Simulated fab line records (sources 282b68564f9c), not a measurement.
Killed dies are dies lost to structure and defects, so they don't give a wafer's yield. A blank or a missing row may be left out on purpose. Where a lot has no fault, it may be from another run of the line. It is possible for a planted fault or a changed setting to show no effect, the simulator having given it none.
A struck lot beside a sound one | flow rit cmos | 16 steps out of a route of 202
Sound: the wafers L681.1, L681.2, L681.6. Struck: wafer L690.4 (L690.1, L690.2, from the same lot, were not struck and are left out); the cause is given at the end.
Per side, at each step with rows, come the tool, then ch with its chambers, and then its first start. Under that, the readings that differ: sound wafers | struck wafers | difference of the means | sigmas: that difference in standard deviations of wafers without a fault.
alike: readings whose means differ by less than 2 such deviations, and words and numbers that are the same on both sides. not compared: withheld readings, readings that some wafer has no value for, bounds like >300 that may hide the same value, and numbers for which the record gives no deviation and whose values overlap.
Wherever a step has rows on one side only, a row that says differs or no value, or a row with sigmas, the two part there. Numbers that don't overlap but have no deviation are shown without sigmas and don't part them. A reading missing from all wafers of one side parts the sides only when that side holds two or more wafers.

RIT_SDANNEAL_RTA_03: time 5 s.
  sound on rtp anneal-01 ch 0, day 3 13:29; struck on rtp anneal-02 ch 0, day 5 04:23
  reading          | sound                | struck | difference | sigmas
  wafer_temp_C_max | 1052.2 1056.5 1051.9 | 1057.5 | +4.0       | +4
  alike: anneal temp c max
RIT_SDANNEAL_RS_MEAS_04: measurement is done with a four-point probe.
  sound on film metro-01, day 3 13:33; struck on film metro-01, day 5 04:26
  alike: PSD_RS
RIT_SDANNEAL_RS_MEAS_05: measurement is done with a four-point probe.
  sound on film metro-01, day 3 13:40; struck on film metro-01, day 5 04:34
  reading         | sound             | struck | difference | sigmas
  NSD_RS (ohm/sq) | 84.11 84.57 84.36 | 84.86  | +0.51      | +2
RIT_SDANNEAL_RS_MEAS_06: measurement is done with a four-point probe.
  sound on film metro-01, day 3 13:47; struck on film metro-01, day 5 04:41
  alike: PLDD_RS
RIT_SDANNEAL_RS_MEAS_07: measurement is done with a four-point probe.
  sound on film metro-01, day 3 13:55; struck on film metro-01, day 5 04:48
  reading          | sound             | struck | difference | sigmas
  NLDD_RS (ohm/sq) | 151.9 152.0 151.9 | 150.8  | -1.1       | -2
then, 1 step without rows for these wafers: RIT_SILICIDE_WET_ETCH_00 (etches SiO2 in BOE, target depth 14 nm, time 15 s).
RIT_SILICIDE_SPUTTER_01: material Ti, target thk 30 nm, time 240 s.
  sound on pvd sputter-01, day 3 14:02; struck on pvd sputter-03, day 5 04:56
  alike: throttle valve pct
RIT_SILICIDE_RS_MEAS_02: measurement is done with a four-point probe.
  sound on film metro-04, day 3 14:11; struck on film metro-04, day 5 05:05
  alike: SILICIDE_TI_RS
RIT_SILICIDE_THK_MEAS_03: measures by xrf.
  sound on film metro-04, day 3 14:19; struck on film metro-04, day 5 05:13
  reading              | sound          | struck | difference | sigmas
  SILICIDE_TI_THK (nm) | 30.6 29.9 30.6 | 29.5   | -0.9       | -2
RIT_SILICIDE_RTA_04: time 10 s, ramp up 5 s, ramp down 5 s.
  sound on rtp anneal-02 ch 0, day 3 14:22; struck on rtp anneal-01 ch 0, day 5 05:16
  alike: anneal temp c max, wafer_temp_C_max
then, 1 step without rows for these wafers: RIT_SILICIDE_WET_ETCH_05 (etches Ti in SPM, time 120 s).
RIT_SILICIDE_RTA_06: time 10 s, ramp up 5 s, ramp down 10 s.
  sound on rtp anneal-01 ch 0, day 3 14:29; struck on rtp anneal-02 ch 0, day 5 05:23
  alike: anneal temp c max, wafer_temp_C_max
RIT_CONTACT_CVD_00: deposits SiO2 from TEOS, target thk 400 nm, time 61 s.
  sound on pecvd-04 ch 0,1,2, day 3 14:33; struck on pecvd-04 ch 0, day 5 05:26
  alike: heater power w, susceptor temp C
RIT_CONTACT_THK_MEAS_01:
  sound on film metro-04, day 3 14:36; struck on film metro-02, day 5 05:30
  reading               | sound       | struck | difference | sigmas
  CONTACT_TEOS_THK (nm) | 391 396 400 | 355    | -41        | -6
then, 1 step without rows for these wafers: RIT_CONTACT_HMDS_02 (prime time 60 s).
RIT_M1_PROBE_99:
  sound on prober-02, day 3 22:13; struck on prober-01, day 5 12:49
  reading     | sound | struck | difference | sigmas
  killed open | 9 4 2 | 1      | -4         | -2
  alike: killed at contacts, killed at front end, killed dies, killed short

## WHERE THEY PART
Earliest at RIT_SDANNEAL_RTA_03; latest, in this record, at RIT_M1_PROBE_99.

WHY: what the simulator had put in
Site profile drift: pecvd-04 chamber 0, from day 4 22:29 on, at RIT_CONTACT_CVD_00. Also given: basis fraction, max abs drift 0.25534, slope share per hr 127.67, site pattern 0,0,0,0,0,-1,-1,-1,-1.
